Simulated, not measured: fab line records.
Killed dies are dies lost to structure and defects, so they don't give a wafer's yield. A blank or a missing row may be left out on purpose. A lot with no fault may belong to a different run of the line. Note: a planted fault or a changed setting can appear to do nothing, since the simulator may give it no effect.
The same fault as seen by 2 desks | flow berkeley cmos170 | only its own numbers are on each desk; what lay behind them is given at the end

## FROM THE METROLOGY DESK
Means of the sampled wafers that have a number, per lot and without regard to the tool the lot ran on: this is what the gauges read. A lot is out of limits, marked OUT, if its mean lies more than 4 standard deviations from the usual mean; the brackets give that distance.
Columns: A = cd nm at UCB170_V2_CD_MEAS_90, usual 700.0 nm; B = M3_AL_RS at UCB170_M3_RS_MEAS_02, usual 0.0322 ohm/sq; C = M3_AL_THK at UCB170_M3_THK_MEAS_03, usual 888 nm
lot  | first seen here | A     | B      | C
L763 | day 9 00:22     | 701.7 | 0.0326 | 876
L764 | day 9 08:24     | 701.7 | 0.0323 | 889
L767 | day 9 12:37     | 699.9 | 0.0322 | 888
L765 | day 9 13:20     | 698.4 | 0.0323 | 889
L766 | day 9 15:58     | 699.9 | 0.0323 | 893
L772 | day 10 13:18    | 698.0 | 0.0321 | 892
L773 | day 10 22:59    | 698.9 | 0.0322 | 885
L776 | day 11 14:34    | 698.8 | 0.0331 | 863
L781 | day 12 15:38    | 701.2 | 0.0322 | 893
L783 | day 12 19:39    | 701.4 | 0.0320 | 898
L784 | day 13 11:06    | 699.2 | 0.0322 | 892
L785 | day 13 11:54    | 700.9 | 0.0321 | 888
L786 | day 14 05:35    | 699.6 | 0.0321 | 889
This desk found nothing out of limits on any of the 13 lots.

## TOOL OWNER'S DESK, pvd sputter-02
The tool's own readings at UCB170_M3_SPUTTER_01 (material Al, target thk 900 nm, time 120 s): means of the sampled wafers that have a number, for each lot that ran on this tool. A lot is out of limits, marked OUT, if its mean lies more than 4 standard deviations from the usual mean; the brackets give that distance.
Columns: A = throttle valve pct at UCB170_M3_SPUTTER_01, usual 30.6 %
lot  | first seen here | A
L767 | day 9 12:46     | 29.9
L766 | day 9 16:08     | 30.3
L772 | day 10 13:28    | 30.6
L776 | day 11 14:44    | 30.1
This desk found nothing out of limits on any of the 4 lots.

## ALL TOGETHER
From the metrology desk's view, nothing was out of limits.
Nothing out of limits was seen by the tool owner's desk.

## WHAT WAS PUT IN BY THE SIMULATOR
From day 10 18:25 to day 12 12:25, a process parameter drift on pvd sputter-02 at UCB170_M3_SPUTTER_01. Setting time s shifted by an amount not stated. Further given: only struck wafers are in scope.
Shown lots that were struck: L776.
